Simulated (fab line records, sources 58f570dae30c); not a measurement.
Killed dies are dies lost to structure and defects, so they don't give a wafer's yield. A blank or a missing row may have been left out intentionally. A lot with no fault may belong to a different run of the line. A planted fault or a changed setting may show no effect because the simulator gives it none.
What tool caused it? || flow berkeley_cmos170 || 21 wafers from 7 lots sampled at 3 of the route's 331 steps

WHAT THE GAUGES SHOWED, per wafer
UCB170_NLDD_CD_MEAS_06: target cd 1200 nm.
{"lot": "L210", "measured": "day 6 01:44", "on": "cd_sem-01", "cd_nm (nm)": "1202.2 1203.0 1202.3"}
{"lot": "L212", "measured": "day 7 03:20", "on": "cd_sem-02", "cd_nm (nm)": "1200.5 1200.4 1199.8"}
{"lot": "L214", "measured": "day 7 03:11", "on": "cd_sem-02", "cd_nm (nm)": "1201.2 1201.0 1199.7"}
{"lot": "L224", "measured": "day 9 02:50", "on": "cd_sem-02", "cd_nm (nm)": "1201.0 1201.8 1201.7"}
{"lot": "L223", "measured": "day 9 07:22", "on": "cd_sem-01", "cd_nm (nm)": "1200.9 1201.5 1202.1"}
{"lot": "L228", "measured": "day 9 20:19", "on": "cd_sem-02", "cd_nm (nm)": "1202.8 1203.2 1203.3"}
{"lot": "L232", "measured": "day 10 21:11", "on": "cd_sem-02", "cd_nm (nm)": "1199.1 1200.2 1199.1"}

EACH LOT AND THE TOOL THAT RAN IT (in order: tool; ch and the chambers of the sampled wafers; start)
{"lot": "L210", "UCB170_PFIELD_STRIP_08": "plasma_asher-04 ch 0,1, day 4 08:49", "UCB170_NLDD_SOFTBAKE_02": "litho_track-03 ch 0, day 6 01:08"}
{"lot": "L212", "UCB170_PFIELD_STRIP_08": "plasma_asher-01 ch 0,1, day 5 07:47", "UCB170_NLDD_SOFTBAKE_02": "litho_track-02 ch 0, day 7 01:50"}
{"lot": "L214", "UCB170_PFIELD_STRIP_08": "plasma_asher-04 ch 0,1, day 5 08:29", "UCB170_NLDD_SOFTBAKE_02": "litho_track-03 ch 0, day 7 01:43"}
{"lot": "L224", "UCB170_PFIELD_STRIP_08": "plasma_asher-04 ch 0,1, day 7 02:28", "UCB170_NLDD_SOFTBAKE_02": "litho_track-02 ch 0, day 9 02:11"}
{"lot": "L223", "UCB170_PFIELD_STRIP_08": "plasma_asher-04 ch 0,1, day 7 07:47", "UCB170_NLDD_SOFTBAKE_02": "litho_track-02 ch 0, day 9 05:57"}
{"lot": "L228", "UCB170_PFIELD_STRIP_08": "plasma_asher-04 ch 0,1, day 7 23:20", "UCB170_NLDD_SOFTBAKE_02": "litho_track-02 ch 0, day 9 19:40"}
{"lot": "L232", "UCB170_PFIELD_STRIP_08": "plasma_asher-04 ch 0,1, day 9 03:32", "UCB170_NLDD_SOFTBAKE_02": "litho_track-03 ch 0, day 10 20:29"}
- UCB170_PFIELD_STRIP_08: strips in O2.
- UCB170_NLDD_SOFTBAKE_02: time 60 s.

THE ANSWER, worked out from the rows above alone
Rule: the usual values come from the lots themselves. The widest of any qualifying gaps counts: lots, ordered by their means at a reading, are off when they make up no more than a third of the lots, leave a main group of 4 or more, and stand apart from it by 3 or more times the standard deviation of that group's means. Not used: any main group whose means are identical at the precision the tables above print for the reading. Also off: a lot with no number at a reading for which 4 or more lots have one. All remaining lots with rows at the step are treated as sound.
Nothing can be told from this: no lot is off at any reading shown.

WHAT THE SIMULATOR PUT IN
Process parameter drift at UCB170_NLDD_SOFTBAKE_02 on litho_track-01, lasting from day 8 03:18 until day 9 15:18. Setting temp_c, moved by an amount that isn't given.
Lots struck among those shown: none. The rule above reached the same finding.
